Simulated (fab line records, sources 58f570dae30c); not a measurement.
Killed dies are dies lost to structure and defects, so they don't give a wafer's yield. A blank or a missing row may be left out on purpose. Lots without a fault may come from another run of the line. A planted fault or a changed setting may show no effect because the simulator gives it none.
Problem report in the 8D (eight disciplines) form, filled by code | flow berkeley_cmos170 | the parts of the form that need people (team, actions taken, sign-off) are left out

1. THE PROBLEM
V2_OVL at UCB170_V2_OVL_MEAS_13 reads a mean of 142 nm on 9 wafers of 3 lots; wafers without a fault read 0 nm with a standard deviation of 4.4. That is +32 standard deviations from the usual mean.
First seen on wafer L644.4, day 9 23:20, on overlay-02. The record holds 45 wafers of 15 lots with a number at this step. Rule for "out", or "out of limits": more than 4 standard deviations from the usual mean. The other wafers with a number count as sound.

2. WHAT IT IS AND WHAT IT IS NOT
question                    | is                     | is not
which readings at this step | V2_OVL                 | -
which lots                  | L644, L647, L648       | L637, L638, L639, L640, L641, L642, L643, L645, L650, L655, L656, L658
which wafers of those lots  | all that have a number | -
read on which gauges        | overlay-01, overlay-02 | -
when                        | from day 9 23:20       | up to then (24 sound wafers); but 12 sound wafers of L650, L655, L656, L658 came after

3. SUSPECTS, AND WHAT RULES EACH OUT
Counting: a tool at a process step up to the reading stays a suspect if it ran every lot that is out and no sound lot after the first of them.
- the gauge at UCB170_V2_OVL_MEAS_13: ruled out. The wafers that are out were read on 2 gauges (overlay-01, overlay-02).
- krf_scanner-02 at UCB170_V2_EXPOSE_09 (exposes mask VIA2, target cd 700 nm): kept. It ran every lot that is out, first L644 (day 9 22:52), and no sound lot after that; its last sound lot up to then is L645 (day 9 21:37).
Left after counting: krf_scanner-02 at UCB170_V2_EXPOSE_09.

4. THE CAUSE (what the simulator had put in)
Scanner matching overlay: krf_scanner-02, from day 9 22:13 on, at UCB170_V2_EXPOSE_09. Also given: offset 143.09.
Counting left only this tool.

5. THE CHAIN OF EFFECTS, in route order
Each row: a reading whose mean over the struck wafers that have a number lies more than 3 standard deviations from the usual. Only readings for which the record gives a usual standard deviation are gone through. hours: the time from each lot's start at the first step in this table that gives one to its start at this step, as a median over the lots. sigmas: the change in usual standard deviations.
hours | step                  | reading | usual | on struck wafers | change | sigmas
0     | UCB170_V2_OVL_MEAS_13 | V2_OVL  | 0 nm  | 142              | +142   | +32
Later measuring or inspecting steps at which every struck wafer that the step has a row for has a number for every such reading, and none has moved that far: UCB170_M3_CD_MEAS_15.

6. WHAT WOULD HAVE CAUGHT IT SOONER
In this record the first reading out of limits at a measuring or inspecting step was taken at day 9 23:20, 1 hour after the fault began at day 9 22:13.
Of the lots that are out (3), L647, L648 began UCB170_V2_EXPOSE_09 on krf_scanner-02 after day 9 23:20. A hold on the tool at that time would have spared those 2.
